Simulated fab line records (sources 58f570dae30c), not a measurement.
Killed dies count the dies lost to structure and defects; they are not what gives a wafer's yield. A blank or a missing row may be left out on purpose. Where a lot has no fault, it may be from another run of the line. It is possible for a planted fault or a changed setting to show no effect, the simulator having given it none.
Which of the tools did it?    flow berkeley_cmos170    15 lots with 45 wafers sampled at 6 steps, on a route of 331 steps

WHAT EACH GAUGE READ, for each wafer
UCB170_FIELD_THK_MEAS_90. Usual: for FIELD_OXIDE_LEFT_1_THK the level is 441 nm and the standard deviation is 11.
lot   measured      on             FIELD_OXIDE_LEFT_1_THK (nm)  flag
L824  day 5 16:29   film_metro-04  438 439 443                  
L825  day 5 16:29   film_metro-03  435 442 441                  
L828  day 6 09:26   film_metro-01  452 430 447                  
L829  day 7 01:53   film_metro-01  431 432 437                  
L830  day 7 01:53   film_metro-04  437 441 428                  
L832  day 7 12:53   film_metro-04  439 442 438                  
L833  day 7 12:53   film_metro-01  433 440 452                  
L835  day 7 12:57   film_metro-03  440 436 433                  
L837  day 8 15:05   film_metro-01  440 448 443                  
L838  day 8 15:05   film_metro-04  422 437 435                  
L839  day 8 15:10   film_metro-01  451 443 443                  
L841  day 9 06:16   film_metro-03  434 438 438                  
L842  day 9 06:21   film_metro-03  428 426 437                  
L843  day 9 16:53   film_metro-01  444 441 434                  
L846  day 10 09:47  film_metro-03  469 477 458                  

UCB170_FIELD_THK_MEAS_91. Usual: for FIELD_OXIDE_LEFT_2_THK the level is 353 nm and the standard deviation is 11.
lot   measured      on             FIELD_OXIDE_LEFT_2_THK (nm)  flag
L824  day 6 20:01   film_metro-04  349 350 354                  
L825  day 6 19:31   film_metro-01  347 353 352                  
L828  day 7 05:31   film_metro-03  365 343 360                  
L829  day 7 23:43   film_metro-03  342 343 348                  
L830  day 7 23:43   film_metro-04  349 353 340                  
L832  day 8 06:47   film_metro-03  350 353 350                  
L833  day 8 07:03   film_metro-04  345 352 364                  
L835  day 8 06:45   film_metro-04  352 348 344                  
L837  day 9 15:22   film_metro-04  352 360 355                  
L838  day 9 15:08   film_metro-04  334 349 347                  
L839  day 9 15:27   film_metro-04  363 355 355                  
L841  day 10 07:14  film_metro-03  346 350 348                  
L842  day 10 05:46  film_metro-04  340 338 350                  
L843  day 10 12:38  film_metro-01  357 353 346                  
L846  day 11 10:28  film_metro-04  381 391 370                  

UCB170_GATE_THK_MEAS_05. Usual: for GATE_POLY_THK the level is 214.0 nm and the standard deviation is 1.6.
lot   measured      on             GATE_POLY_THK (nm)  flag
L824  day 7 08:26   film_metro-02  213.4 214.0 213.7   
L825  day 7 08:26   film_metro-01  214.1 213.1 213.1   
L828  day 7 15:08   film_metro-04  213.4 212.9 213.3   
L829  day 8 11:37   film_metro-04  216.2 216.3 215.6   
L830  day 8 11:37   film_metro-01  210.9 212.6 211.7   
L832  day 8 19:39   film_metro-04  212.0 214.0 213.7   
L833  day 8 19:43   film_metro-04  211.9 213.1 213.0   
L835  day 8 19:40   film_metro-02  211.4 213.1 213.4   
L837  day 10 04:45  film_metro-01  213.8 214.4 216.6   
L838  day 10 04:52  film_metro-02  216.1 215.5 214.1   
L839  day 10 04:49  film_metro-02  212.4 214.5 212.5   
L841  day 10 19:26  film_metro-04  229.8 231.0 230.5   OFF
L842  day 10 19:27  film_metro-02  230.4 230.9 228.9   OFF
L843  day 11 02:40  film_metro-02  232.0 231.4 231.3   OFF
L846  day 11 21:59  film_metro-02  213.4 216.3 213.8   

UCB170_PLDD_CD_MEAS_06: the cd target is 1200 nm. Usual: cd_nm 1199.9 nm, standard deviation 1.4.
lot   measured      on         cd_nm (nm)            flag
L824  day 7 14:26   cd_sem-01  1201.8 1201.2 1202.6  
L825  day 7 13:49   cd_sem-01  1202.6 1201.2 1202.5  
L828  day 7 19:11   cd_sem-02  1202.6 1203.2 1202.7  
L829  day 8 15:31   cd_sem-02  1198.6 1198.6 1198.2  
L830  day 8 14:58   cd_sem-01  1202.0 1201.4 1202.0  
L832  day 8 22:47   cd_sem-02  1201.8 1200.7 1202.5  
L833  day 8 23:41   cd_sem-01  1199.8 1200.3 1199.1  
L835  day 8 23:05   cd_sem-01  1199.2 1198.3 1200.3  
L837  day 10 08:15  cd_sem-02  1197.6 1197.5 1198.8  
L838  day 10 08:58  cd_sem-02  1201.6 1200.7 1200.7  
L839  day 10 08:39  cd_sem-02  1199.2 1199.5 1199.7  
L841  day 11 01:13  cd_sem-02  1199.6 1200.0 1197.3  
L842  day 11 01:13  cd_sem-01  1199.9 1199.8 1200.3  
L843  day 11 05:21  cd_sem-02  1199.9 1200.3 1200.2  
L846  day 12 05:53  cd_sem-02  1200.9 1199.2 1199.1  

TOOL THAT RAN EACH LOT (tool first, then ch and the chambers of the sampled wafers, then the start)
lot   UCB170_GATE_CVD_04           UCB170_GATE_ETCH_15
L824  lpcvd-02 ch 0, day 7 07:02   rie_si-02 ch 0,1,2, day 7 09:48
L825  lpcvd-02 ch 1, day 7 07:02   rie_si-01 ch 0,2, day 7 09:32
L828  lpcvd-01 ch 0, day 7 13:41   rie_si-01 ch 2,3, day 7 17:38
L829  lpcvd-02 ch 0, day 8 10:12   rie_si-02 ch 0,1,3, day 8 13:05
L830  lpcvd-02 ch 0, day 8 10:12   rie_si-02 ch 1,2, day 8 12:41
L832  lpcvd-01 ch 0, day 8 17:33   rie_si-01 ch 0,1,2, day 8 21:00
L833  lpcvd-01 ch 1, day 8 17:33   rie_si-02 ch 0,1,2, day 8 21:39
L835  lpcvd-01 ch 1, day 8 17:33   rie_si-02 ch 0,1,2, day 8 21:16
L837  lpcvd-02 ch 0, day 10 03:20  rie_si-02 ch 1,2, day 10 06:14
L838  lpcvd-02 ch 0, day 10 03:20  rie_si-01 ch 0,1,3, day 10 06:58
L839  lpcvd-02 ch 1, day 10 03:20  rie_si-01 ch 1,2,3, day 10 06:17
L841  lpcvd-01 ch 1, day 10 18:02  rie_si-02 ch 0,1,2, day 10 20:39
L842  lpcvd-01 ch 0, day 10 18:02  rie_si-01 ch 2,3, day 10 20:54
L843  lpcvd-01 ch 0, day 11 01:15  rie_si-02 ch 0,2, day 11 03:52
L846  lpcvd-02 ch 0, day 11 20:35  rie_si-02 ch 1,3, day 12 03:14
- UCB170_GATE_CVD_04: deposits poly-Si from SiH4, time 1440 s, target thk 214 nm.
- UCB170_GATE_ETCH_15: etches poly-Si in HBr/Cl2, stops on SiO2, time 56.3 s, target depth 278.2 nm.

WHAT THE TOOLS THEMSELVES READ (means of the sampled wafers that have a number; where no wafer has one, the mark that the record gives instead)
UCB170_GATE_CVD_04. Usual: zone_power_load_pct 11.6 %, standard deviation 1.6.
lot   tool      zone_power_load_pct (%)  flag
L824  lpcvd-02  11.2                     
L825  lpcvd-02  9.4                      
L828  lpcvd-01  13.9                     
L829  lpcvd-02  11.3                     
L830  lpcvd-02  11.3                     
L832  lpcvd-01  13.7                     
L833  lpcvd-01  10.5                     
L835  lpcvd-01  10.6                     
L837  lpcvd-02  11.3                     
L838  lpcvd-02  11.2                     
L839  lpcvd-02  9.3                      
L841  lpcvd-01  10.5                     
L842  lpcvd-01  13.8                     
L843  lpcvd-01  13.9                     
L846  lpcvd-02  11.2                     

UCB170_GATE_ETCH_15. Usual: HBr_flow_sccm 150.0 sccm, standard deviation 0.43; drypump_motor_current_A 5.72 A, standard deviation 0.29; mfc_cl2_sccm 49.99 sccm, standard deviation 0.14; oes_product_au 0.833 a.u., standard deviation 0.0099; throttle_valve_pct 26.48 %, standard deviation 0.27.
lot   tool       HBr_flow_sccm (sccm)  drypump_motor_current_A (A)  mfc_cl2_sccm (sccm)  oes_product_au (a.u.)  throttle_valve_pct (%)  flag
L824  rie_si-02  150.4                 5.67                         50.03                0.839                  26.60                   
L825  rie_si-01  149.7                 5.73                         50.03                0.831                  26.73                   
L828  rie_si-01  150.4                 5.76                         50.21                0.827                  26.41                   
L829  rie_si-02  149.8                 5.64                         50.04                0.833                  26.48                   
L830  rie_si-02  150.2                 5.74                         50.03                0.831                  26.72                   
L832  rie_si-01  149.8                 5.50                         49.96                0.830                  26.46                   
L833  rie_si-02  150.1                 5.70                         49.86                0.830                  26.60                   
L835  rie_si-02  151.0                 5.69                         49.79                0.832                  26.60                   
L837  rie_si-02  149.8                 5.79                         50.02                0.843                  26.67                   
L838  rie_si-01  150.1                 5.77                         50.19                0.831                  26.33                   
L839  rie_si-01  150.0                 5.62                         49.96                0.825                  26.23                   
L841  rie_si-02  150.4                 5.68                         49.98                0.880                  26.61                   OFF
L842  rie_si-01  150.1                 5.74                         50.08                0.870                  26.41                   OFF
L843  rie_si-02  149.7                 5.67                         50.01                0.881                  26.48                   OFF
L846  rie_si-02  149.7                 5.69                         49.92                0.841                  26.53                   

THE ANSWER, worked out from the rows above alone
Rule: a lot counts as off when the mean over its wafers that have a number is more than 3 standard deviations away from the usual mean. A lot without any number at a reading at which 4 lots or more have one is off too. Any other lot the step has rows for is counted as sound. First the gauges in route order, then the tools' own readings, where a lot's mean is used as printed above. The first step at which some lot is off is used, and at that step the reading that is off furthest; a lot without a number counts as furthest.
Off: L841, L842, L843, at UCB170_GATE_THK_MEAS_05 (GATE_POLY_THK).
A tool fits if, at a process step before that reading, it ran every lot that is off, and no sound lot after the first of them. The gauges at UCB170_GATE_THK_MEAS_05 aren't tried: what is off there is off at UCB170_GATE_ETCH_15 too, on other tools, and a gauge's error can't cause that. One fits: lpcvd-01 at UCB170_GATE_CVD_04. A fault onset in the window from L832 (day 8 17:33, its last sound lot) to L841 (day 10 18:02, its first lot off) fits.

WHAT WAS PUT IN BY THE SIMULATOR
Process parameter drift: lpcvd-01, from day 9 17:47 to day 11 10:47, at UCB170_GATE_CVD_04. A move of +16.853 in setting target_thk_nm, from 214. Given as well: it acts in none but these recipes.
Lots struck among those shown: L841, L842, L843. This agrees with what the rule above found.
